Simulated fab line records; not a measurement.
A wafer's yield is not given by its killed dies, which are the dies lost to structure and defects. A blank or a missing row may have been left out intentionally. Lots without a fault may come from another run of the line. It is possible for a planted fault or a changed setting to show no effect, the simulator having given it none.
What tool caused it? ; flow berkeley_cmos170 ; 14 lots, 42 wafers sampled, at 5 steps of a route of 331

WHAT THE GAUGES SHOWED, per wafer
UCB170_NVT_TW_MEAS_09.
lot;measured;on;NVT_TW
L614;day 5 07:43;film_metro-02;516 520 517
L615;day 5 21:17;film_metro-04;526 523 524
L616;day 6 05:21;film_metro-02;496 498 499
L618;day 6 14:20;film_metro-02;513 513 513
L620;day 7 12:07;film_metro-02;516 518 514
L621;day 7 11:50;film_metro-02;516 515 516
L623;day 7 23:46;film_metro-02;498 498 498
L626;day 8 06:33;film_metro-04;525 526 526
L628;day 8 21:13;film_metro-02;516 517 517
L630;day 9 04:50;film_metro-01;521 523 522
L631;day 9 05:20;film_metro-02;516 517 516
L634;day 9 22:38;film_metro-01;523 526 525
L633;day 9 22:54;film_metro-02;516 518 516
L636;day 10 18:51;film_metro-02;517 517 517

UCB170_GATE_THK_MEAS_02.
lot;measured;on;GATE_OXIDE_THK (nm)
L614;day 5 14:51;film_metro-04;6.50 6.59 6.57
L615;day 6 03:04;film_metro-02;6.70 6.71 6.78
L616;day 6 11:25;film_metro-04;6.71 6.61 6.69
L618;day 6 21:02;film_metro-02;6.65 6.70 6.67
L620;day 7 20:10;film_metro-04;6.63 6.68 6.70
L621;day 7 17:04;film_metro-02;6.67 6.70 6.66
L623;day 8 06:49;film_metro-02;6.65 6.70 6.77
L626;day 8 12:22;film_metro-03;6.61 6.56 6.54
L628;day 9 02:20;film_metro-03;6.58 6.43 6.29
L630;day 9 13:26;film_metro-04;6.48 6.64 6.48
L631;day 9 13:28;film_metro-03;6.47 6.57 6.37
L634;day 10 04:49;film_metro-04;6.65 6.63 6.67
L633;day 10 04:49;film_metro-02;6.80 6.60 6.62
L636;day 11 01:37;film_metro-02;6.83 6.72 6.81

UCB170_V1_THK_MEAS_01.
lot;measured;on;V1_TEOS_THK (nm)
L614;day 7 04:20;film_metro-02;1970 2015 2008
L615;day 7 17:29;film_metro-04;1976 2008 1998
L616;day 8 05:42;film_metro-04;2000 2027 2040
L618;day 8 10:04;film_metro-04;1983 2014 2032
L620;day 9 10:18;film_metro-02;1989 1986 2023
L621;day 9 05:04;film_metro-01;2004 2003 1990
L623;day 9 17:12;film_metro-04;2026 2020 2037
L626;day 9 23:27;film_metro-01;1991 2030 2024
L628;day 10 21:15;film_metro-02;1983 1991 2018
L630;day 11 03:06;film_metro-04;1989 1983 2035
L631;day 11 03:11;film_metro-04;1976 2024 2017
L634;day 11 15:13;film_metro-04;2004 2000 2027
L633;day 11 18:38;film_metro-01;1991 1970 2011
L636;day 12 11:46;film_metro-04;1998 1985 2021

WHICH TOOL RAN EACH LOT (tool, then ch and the chambers of the sampled wafers, then the start)
lot;UCB170_PFIELD_STRIP_08;UCB170_NVT_IMPLANT_07
L614;plasma_asher-02 ch 0,1, day 4 04:47;implanter-03 ch 0, day 5 07:28
L615;plasma_asher-02 ch 0,1, day 4 14:57;implanter-03 ch 0, day 5 21:04
L616;plasma_asher-04 ch 0,1, day 4 20:32;implanter-03 ch 0, day 6 05:07
L618;plasma_asher-03 ch 0,1, day 5 07:45;implanter-01 ch 0, day 6 14:05
L620;plasma_asher-04 ch 0,1, day 6 00:13;implanter-02 ch 0, day 7 11:52
L621;plasma_asher-03 ch 0,1, day 6 00:29;implanter-01 ch 0, day 7 11:35
L623;plasma_asher-03 ch 0,1, day 6 15:08;implanter-03 ch 0, day 7 23:33
L626;plasma_asher-02 ch 0,1, day 6 21:12;implanter-01 ch 0, day 8 06:18
L628;plasma_asher-03 ch 0,1, day 7 18:14;implanter-01 ch 0, day 8 20:58
L630;plasma_asher-02 ch 0,1, day 8 07:40;implanter-01 ch 0, day 9 04:35
L631;plasma_asher-04 ch 0,1, day 8 07:53;implanter-02 ch 0, day 9 05:07
L634;plasma_asher-04 ch 0,1, day 9 00:44;implanter-01 ch 0, day 9 22:24
L633;plasma_asher-04 ch 0,1, day 9 01:08;implanter-02 ch 0, day 9 22:39
L636;plasma_asher-04 ch 0,1, day 9 15:10;implanter-02 ch 0, day 10 18:36
- UCB170_PFIELD_STRIP_08: strips in O2.
- UCB170_NVT_IMPLANT_07

AS READ BY THE TOOLS THEMSELVES (means over the sampled wafers that have a number; for cases with no such wafer, the mark the record gives instead)
UCB170_PFIELD_STRIP_08.
lot;tool;drypump_motor_current_A (A);oes_product_au (a.u.);strip_time_to_endpoint_s (s)
L614;plasma_asher-02;5.8;0.736;21.63
L615;plasma_asher-02;6.2;0.729;21.61
L616;plasma_asher-04;6.5;0.730;21.55
L618;plasma_asher-03;5.3;0.733;21.70
L620;plasma_asher-04;6.5;0.737;21.61
L621;plasma_asher-03;5.5;0.737;21.73
L623;plasma_asher-03;5.5;0.737;21.76
L626;plasma_asher-02;6.2;0.736;21.72
L628;plasma_asher-03;5.3;0.734;21.75
L630;plasma_asher-02;5.9;0.741;21.68
L631;plasma_asher-04;6.6;0.732;21.76
L634;plasma_asher-04;6.5;0.731;21.68
L633;plasma_asher-04;6.5;0.737;21.69
L636;plasma_asher-04;6.5;0.734;21.69

UCB170_NVT_IMPLANT_07.
lot;tool;dose_ions_cm2;faraday_current_uA
L614;implanter-03;3e+12;9.38
L615;implanter-03;3e+12;9.70
L616;implanter-03;3e+12;8.49
L618;implanter-01;3e+12;9.53
L620;implanter-02;3e+12;9.40
L621;implanter-01;3e+12;9.61
L623;implanter-03;3e+12;8.71
L626;implanter-01;3e+12;9.47
L628;implanter-01;3e+12;9.44
L630;implanter-01;3e+12;9.66
L631;implanter-02;3e+12;9.50
L634;implanter-01;3e+12;9.48
L633;implanter-02;3e+12;9.48
L636;implanter-02;3e+12;9.67

THE ANSWER, worked out from the rows above alone
Rule: usual is defined by the lots themselves. Put in order of their means at a reading, lots are off if they are a third of the lots or fewer, leave a main group of 4 or more, and stand apart from it by a gap of 3 or more times the standard deviation of the main group's means; of several such gaps the widest counts. Not used: any main group whose means are identical at the precision the tables above print for the reading. A lot without any number at a reading at which 4 lots or more have one is off too. The other lots that the step has rows for count as sound. After the gauges, taken in route order, come the tools' own readings; for these a lot's mean is taken, as printed above. The first step at which some lot is off is used, and at that step the reading that is off furthest; a lot without a number counts as furthest.
Off: L616, L623, at UCB170_NVT_TW_MEAS_09 (NVT_TW). The main group: mean 519, standard deviation 4.
A tool fits if, at a process step before that reading, it ran every lot that is off, and no sound lot after the first of them. The gauges at UCB170_NVT_TW_MEAS_09 aren't tried: what is off there is off at UCB170_NVT_IMPLANT_07 too, on other tools, and a gauge's error can't cause that. One fits: UCB170_NVT_IMPLANT_07 on implanter-03. Its last sound lot is L615 (day 5 21:04), its first lot that is off L616 (day 6 05:07): a fault that began between those two fits.
On the lots that are off, the tool's own readings at UCB170_NVT_IMPLANT_07 differ by more than 5 times the standard deviation of the sound lots' means, which bears it out; faraday_current_uA reads 8.60 there versus 9.53 on the sound lots.

WHAT WAS PUT IN BY THE SIMULATOR
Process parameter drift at UCB170_NVT_IMPLANT_07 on implanter-03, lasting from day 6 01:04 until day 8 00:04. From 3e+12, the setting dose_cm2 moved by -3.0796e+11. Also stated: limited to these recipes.
Lots struck among those shown: L616, L623. The rule given above showed the same thing.
